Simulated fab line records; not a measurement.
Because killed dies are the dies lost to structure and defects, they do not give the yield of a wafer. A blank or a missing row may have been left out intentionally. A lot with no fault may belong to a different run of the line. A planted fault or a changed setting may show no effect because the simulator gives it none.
A struck lot beside a sound one -- flow rit cmos -- 23 out of 202 route steps
Sound: the wafers L894.1, L894.3, L894.6. The struck wafers were L902.2, L902.4, L902.5. The cause comes at the end.
Per side, at each step with rows, come the tool, then ch with its chambers, and then its first start. Under that, the readings that differ: sound wafers -- struck wafers -- difference of the means -- sigmas: that difference in standard deviations of wafers without a fault.
alike: a reading whose means differ by less than 2 such deviations, as well as words and numbers matching on both sides. not compared: withheld readings; readings where some wafer has no value; bounds like >300 that might hide an equal value; numbers whose values overlap and for which the record gives no deviation.
The two part at a step that has a row with sigmas, a row that says differs or no value, or rows on one side only. Numbers that have no deviation but don't overlap get no sigmas and don't part them. Lack of a reading on every wafer of one side parts them only where that side has two or more wafers.

first, 5 steps without rows for these wafers: RIT_GATE_WET_ETCH_00 (etches SiO2 in BOE, target depth 56 nm, time 60 s); RIT_GATE_CLEAN_01 (cleans in SC1, time 600 s); RIT_GATE_CLEAN_02 (cleans in dHF, time 30 s); RIT_GATE_CLEAN_03 (cleans in SC2, time 600 s); RIT_GATE_CLEAN_04 (cleans in dHF, time 60 s).
RIT_FOX2_THK_MEAS_91:
  sound: film metro-02 at day 4 05:14; struck: film metro-02 at day 6 07:32
  alike: FIELD_OXIDE_LEFT_2_THK
then, 2 steps without rows for these wafers: RIT_GATE_OXIDATION_05 (target thk 3 nm, ox time 270 s); RIT_GATE_ANNEAL_06 (time 600 s).
RIT_GATE_THK_MEAS_07:
  sound: film metro-03 at day 4 10:19; struck: film metro-01 at day 6 14:47
  alike: GATE_OXIDE_THK
then, 1 step without rows for these wafers: RIT_GATE_CVD_08 (deposits poly-Si from SiH4, target thk 250 nm, time 2220 s).
RIT_GATE_THK_MEAS_09:
  sound: film metro-03 at day 4 11:59; struck: film metro-01 at day 6 16:28
reading,sound,struck,difference,sigmas
GATE_POLY_THK (nm),252.5 252.7 249.8,246.1 247.4 247.3,-4.7,-2
then, 1 step without rows for these wafers: RIT_GATE_HMDS_10 (prime time 60 s).
RIT_GATE_COAT_11: resist thk 850 nm.
  sound on litho track-01 ch 0, day 4 12:12; struck on litho track-01 ch 0, day 6 16:46
reading,sound,struck,difference,sigmas
spin speed rpm (rpm),4248 4252 4254,3732 3736 3733,-518,-99 or more
model.NOVOLAK_of_GATE_COAT_11.thk nm (nm),850.4 850.2 851.9,905 906.9 906.4,+55,
  alike: chill plate temp C
then, 3 steps without rows for these wafers: RIT_GATE_SOFTBAKE_12 (time 60 s); RIT_GATE_EXPOSE_13 (exposes mask M6, target cd 150 nm); RIT_GATE_PEB_14.
RIT_GATE_DEVELOP_15: develop time 51.85 s.
  sound on litho track-01 ch 0; struck on litho track-03 ch 0
reading,sound,struck,difference,sigmas
model.GATE.cd nm (nm),149.2 146.6 146.5,157.6 160.4 159.7,+11.8,
  alike: chill plate temp C
RIT_GATE_CD_MEAS_16: target cd 150 nm.
  sound: cd sem-02 at day 4 13:08; struck: cd sem-01 at day 6 19:38
reading,sound,struck,difference,sigmas
cd nm (nm),149.6 146.7 146.5,157.5 160.6 159.8,+11.7,+5
RIT_GATE_OVL_MEAS_17:
  sound: overlay-02 at day 4 13:16; struck: overlay-01 at day 6 19:44
  alike: GATE_OVL
then, 1 step without rows for these wafers: RIT_GATE_HARDBAKE_18 (time 60 s).
RIT_GATE_ETCH_19: etches poly-Si in SF6/CHF3/O2, stops on SiO2, time 165 s, target depth 312.5 nm.
  sound on rie si-02 ch 0,2,3, day 4 13:27; struck on rie si-02 ch 0,1,2, day 6 20:01
reading,sound,struck,difference,sigmas
model.NOVOLAK_of_GATE_COAT_11.thk nm (nm),672.7 673.2 672.3,720.8 716.7 720.3,+46.5,
model.GATE.cd nm (nm),149.2 146.7 146.4,157.6 160 159.8,+11.7,
  alike: O2_flow_sccm, drypump motor current A, oes product au, throttle valve pct
  not compared: rf hours counter h
RIT_GATE_STRIP_20: strips in O2, time 180 s.
  sound on plasma asher-01 ch 0,1, day 4 13:33; struck on plasma asher-02 ch 0, day 6 20:08
  alike: drypump motor current A
  not compared: rf hours counter h
RIT_M1_PROBE_99:
  sound: prober-02 at day 5 14:30; struck: prober-02 at day 7 22:39
reading,sound,struck,difference,sigmas
model.etest.pmos_0p15.r on ohm um,2674 2601 2622,2906 2855 2907,+257,
model.etest.pmos turned.r on ohm um,3287 3199 3258,3520 3487 3534,+266,
model.etest.nmos_0p15.r on ohm um,1114 1060 1056,1212 1201 1220,+134,
model.etest.nmos_0p15.drive ua um,498 514.1 511.9,439.9 451 439.6,-64.5,
model.etest.pmos_0p15.drive ua um,270.1 282.2 276.3,245.3 250.7 243.5,-29.7,
model.etest.npoly line.line ohm um,166.6 170.6 172.4,153.2 150.6 150.3,-18.5,
model.etest.ppoly line.line ohm um,164.3 162.9 165.6,148.7 143.7 145.1,-18.4,
model.etest.pmos turned.drive ua um,205.9 208.8 203.1,187.2 192.4 186.8,-17.1,
  alike: killed at front end, killed dies, killed open, killed short

## WHERE THEY PART
Last at RIT_GATE_CD_MEAS_16 as far as this record goes, first at RIT_GATE_THK_MEAS_09. Later steps at which nothing parts them and some readings are alike: RIT_GATE_OVL_MEAS_17, RIT_GATE_ETCH_19, RIT_GATE_STRIP_20, RIT_M1_PROBE_99.

WHY: what had been put in by the simulator
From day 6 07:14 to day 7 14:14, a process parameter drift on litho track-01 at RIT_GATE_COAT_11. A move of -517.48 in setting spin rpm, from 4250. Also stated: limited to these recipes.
